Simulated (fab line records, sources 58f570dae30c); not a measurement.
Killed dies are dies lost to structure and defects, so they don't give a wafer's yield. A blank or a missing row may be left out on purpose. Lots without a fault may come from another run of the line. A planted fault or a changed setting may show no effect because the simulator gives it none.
Which tool did it? | flow berkeley_cmos170 | 7 lots, 21 wafers sampled, at 1 step of a route of 331

WHAT THE GAUGES READ, wafer by wafer
UCB170_NWELL_THK_MEAS_05.
lot  | measured    | on            | NWELL_NITRIDE_THK (nm)
L422 | day 2 14:49 | film_metro-02 | 224.2 225.1 225.8
L424 | day 3 03:34 | film_metro-02 | 223.0 226.3 224.0
L428 | day 3 18:17 | film_metro-01 | 225.1 225.0 223.3
L436 | day 5 15:28 | film_metro-02 | 222.7 224.4 223.2
L439 | day 6 06:14 | film_metro-01 | 221.4 221.0 223.2
L443 | day 7 03:01 | film_metro-04 | 223.4 222.0 223.2
L444 | day 7 13:52 | film_metro-02 | 227.3 225.5 227.0

WHICH TOOL RAN EACH LOT (tool, then ch and the chambers of the sampled wafers, then the start)
The record holds no process step before these readings.

THE ANSWER, worked out from the rows above alone
Rule: what is usual is taken from the lots themselves. Put in order of their means at a reading, lots are off if they are a third of the lots or fewer, leave a main group of 4 or more, and stand apart from it by a gap of 3 or more times the standard deviation of the main group's means; of several such gaps the widest counts. A main group whose means are all the same, to the digits that the tables above print for the reading, isn't used. A lot without any number at a reading at which 4 lots or more have one is off too. The other lots that the step has rows for count as sound.
No lot is off at any reading shown: from this, nothing can be told.

WHAT THE SIMULATOR HAD PUT IN
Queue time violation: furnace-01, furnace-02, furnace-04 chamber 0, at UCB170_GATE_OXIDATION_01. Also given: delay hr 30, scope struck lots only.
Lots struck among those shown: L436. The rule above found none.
